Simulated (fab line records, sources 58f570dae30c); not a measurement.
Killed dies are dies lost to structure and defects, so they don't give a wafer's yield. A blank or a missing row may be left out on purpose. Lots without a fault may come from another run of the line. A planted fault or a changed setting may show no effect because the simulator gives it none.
Which tool did it? | flow berkeley_cmos170 | 14 lots, 42 wafers sampled, at 4 steps of a route of 331

WHAT THE GAUGES READ, wafer by wafer
UCB170_NSD_OVL_MEAS_07.
lot  | measured     | on         | NSD_OVL (nm)
L664 | day 8 00:02  | overlay-02 | -2 -1 0
L663 | day 8 04:22  | overlay-01 | 15 -4 2
L668 | day 8 17:47  | overlay-01 | 2 1 6
L667 | day 8 18:12  | overlay-01 | 1 4 1
L666 | day 8 19:05  | overlay-01 | -3 -1 -4
L676 | day 10 12:38 | overlay-02 | 6 4 6
L678 | day 10 23:41 | overlay-02 | -4 -7 -7
L677 | day 10 23:25 | overlay-02 | -9 -3 -6
L681 | day 11 15:59 | overlay-02 | -10 -1 -8
L684 | day 12 09:07 | overlay-02 | 2 -2 3
L682 | day 12 08:52 | overlay-02 | 4 -1 8
L683 | day 12 09:25 | overlay-01 | -5 -7 1
L685 | day 12 09:14 | overlay-02 | -1 -5 -2
L686 | day 12 10:57 | overlay-01 | -1 5 3

UCB170_M3_OVL_MEAS_16.
lot  | measured     | on         | M3_OVL (nm)
L664 | day 9 02:50  | overlay-01 | -1 -5 1
L663 | day 9 08:50  | overlay-02 | 3 -4 5
L668 | day 9 16:52  | overlay-02 | -3 -1 -13
L667 | day 10 00:55 | overlay-01 | 0 8 2
L666 | day 9 22:47  | overlay-01 | 4 -3 -6
L676 | day 11 10:59 | overlay-02 | -2 3 3
L678 | day 12 08:58 | overlay-01 | 0 -3 2
L677 | day 12 03:19 | overlay-01 | 4 -2 4
L681 | day 12 21:41 | overlay-02 | 1 -5 11
L684 | day 13 14:47 | overlay-01 | 3 -2 0
L682 | day 13 10:10 | overlay-02 | 7 7 14
L683 | day 13 15:01 | overlay-01 | 3 4 -1
L685 | day 13 15:17 | overlay-01 | -1 3 -5
L686 | day 13 15:46 | overlay-01 | 4 4 -1

WHICH TOOL RAN EACH LOT (tool, then ch and the chambers of the sampled wafers, then the start)
lot  | UCB170_NLDD_DEVELOP_05            | UCB170_CONTACT_STRIP_19
L664 | litho_track-01 ch 0, day 7 16:00  | plasma_asher-01 ch 0,1, day 8 08:16
L663 | litho_track-04 ch 0, day 7 17:00  | plasma_asher-03 ch 0,1, day 8 11:35
L668 | litho_track-02 ch 0, day 8 04:00  | plasma_asher-04 ch 0,1, day 9 02:26
L667 | litho_track-02 ch 0, day 8 06:00  | plasma_asher-04 ch 0,1, day 9 05:55
L666 | litho_track-04 ch 0, day 8 06:00  | plasma_asher-03 ch 0,1, day 9 05:36
L676 | litho_track-02 ch 0, day 10 02:00 | plasma_asher-03 ch 0,1, day 10 21:50
L678 | litho_track-01, day 10 14:00      | plasma_asher-04 ch 0,1, day 11 12:17
L677 | litho_track-01, day 10 14:00      | plasma_asher-01 ch 1, day 11 06:47
L681 | litho_track-02 ch 0, day 11 02:00 | plasma_asher-01 ch 0,1, day 11 23:54
L684 | litho_track-04 ch 0, day 11 20:00 | plasma_asher-01 ch 0, day 12 17:17
L682 | litho_track-04 ch 0, day 11 21:00 | plasma_asher-01 ch 0,1, day 12 16:36
L683 | litho_track-04 ch 0, day 11 21:00 | plasma_asher-01 ch 0,1, day 12 20:52
L685 | litho_track-01 ch 0, day 11 23:00 | plasma_asher-01 ch 0,1, day 12 17:00
L686 | litho_track-01 ch 0, day 11 23:00 | plasma_asher-03 ch 0,1, day 12 21:10
- UCB170_NLDD_DEVELOP_05: develop time 45 s.
- UCB170_CONTACT_STRIP_19: strips in O2.

WHAT THE TOOLS THEMSELVES READ (means of the sampled wafers that have a number; where no wafer has one, the mark that the record gives instead)
UCB170_NLDD_DEVELOP_05.
lot  | tool           | chill_plate_temp_C (C)
L664 | litho_track-01 | 23.15
L663 | litho_track-04 | 23.03
L668 | litho_track-02 | 22.93
L667 | litho_track-02 | 23.07
L666 | litho_track-04 | 22.99
L676 | litho_track-02 | 22.99
L678 | litho_track-01 | -
L677 | litho_track-01 | -
L681 | litho_track-02 | 23.04
L684 | litho_track-04 | 23.08
L682 | litho_track-04 | 22.81
L683 | litho_track-04 | 22.99
L685 | litho_track-01 | 23.10
L686 | litho_track-01 | 22.94

UCB170_CONTACT_STRIP_19.
lot  | tool            | drypump_motor_current_A (A) | oes_product_au (a.u.)
L664 | plasma_asher-01 | 6.11                        | 0.726
L663 | plasma_asher-03 | 5.96                        | 0.724
L668 | plasma_asher-04 | 6.13                        | 0.726
L667 | plasma_asher-04 | 6.17                        | 0.728
L666 | plasma_asher-03 | 5.95                        | 0.727
L676 | plasma_asher-03 | 5.79                        | 0.727
L678 | plasma_asher-04 | 6.10                        | 0.722
L677 | plasma_asher-01 | 5.74                        | 0.726
L681 | plasma_asher-01 | 5.96                        | 0.724
L684 | plasma_asher-01 | 6.32                        | 0.725
L682 | plasma_asher-01 | 6.13                        | 0.726
L683 | plasma_asher-01 | 5.93                        | 0.728
L685 | plasma_asher-01 | 6.13                        | 0.723
L686 | plasma_asher-03 | 5.97                        | 0.726

THE ANSWER, worked out from the rows above alone
Rule: what is usual is taken from the lots themselves. Put in order of their means at a reading, lots are off if they are a third of the lots or fewer, leave a main group of 4 or more, and stand apart from it by a gap of 3 or more times the standard deviation of the main group's means; of several such gaps the widest counts. A main group whose means are all the same, to the digits that the tables above print for the reading, isn't used. A lot without any number at a reading at which 4 lots or more have one is off too. The other lots that the step has rows for count as sound. The gauges are gone through in route order, then the tools' own readings, and for those a lot's mean is taken as printed above. The first step at which some lot is off is used, and at that step the reading that is off furthest; a lot without a number counts as furthest.
Off: L678, L677, at UCB170_NLDD_DEVELOP_05 (chill_plate_temp_C). Without a number there: L678, L677. The main group: mean 23.01 C, standard deviation 0.087.
A tool fits if, at that step or a process step before it, it ran every lot that is off, and no sound lot after the first of them. None of those tried fits.

WHAT THE SIMULATOR HAD PUT IN
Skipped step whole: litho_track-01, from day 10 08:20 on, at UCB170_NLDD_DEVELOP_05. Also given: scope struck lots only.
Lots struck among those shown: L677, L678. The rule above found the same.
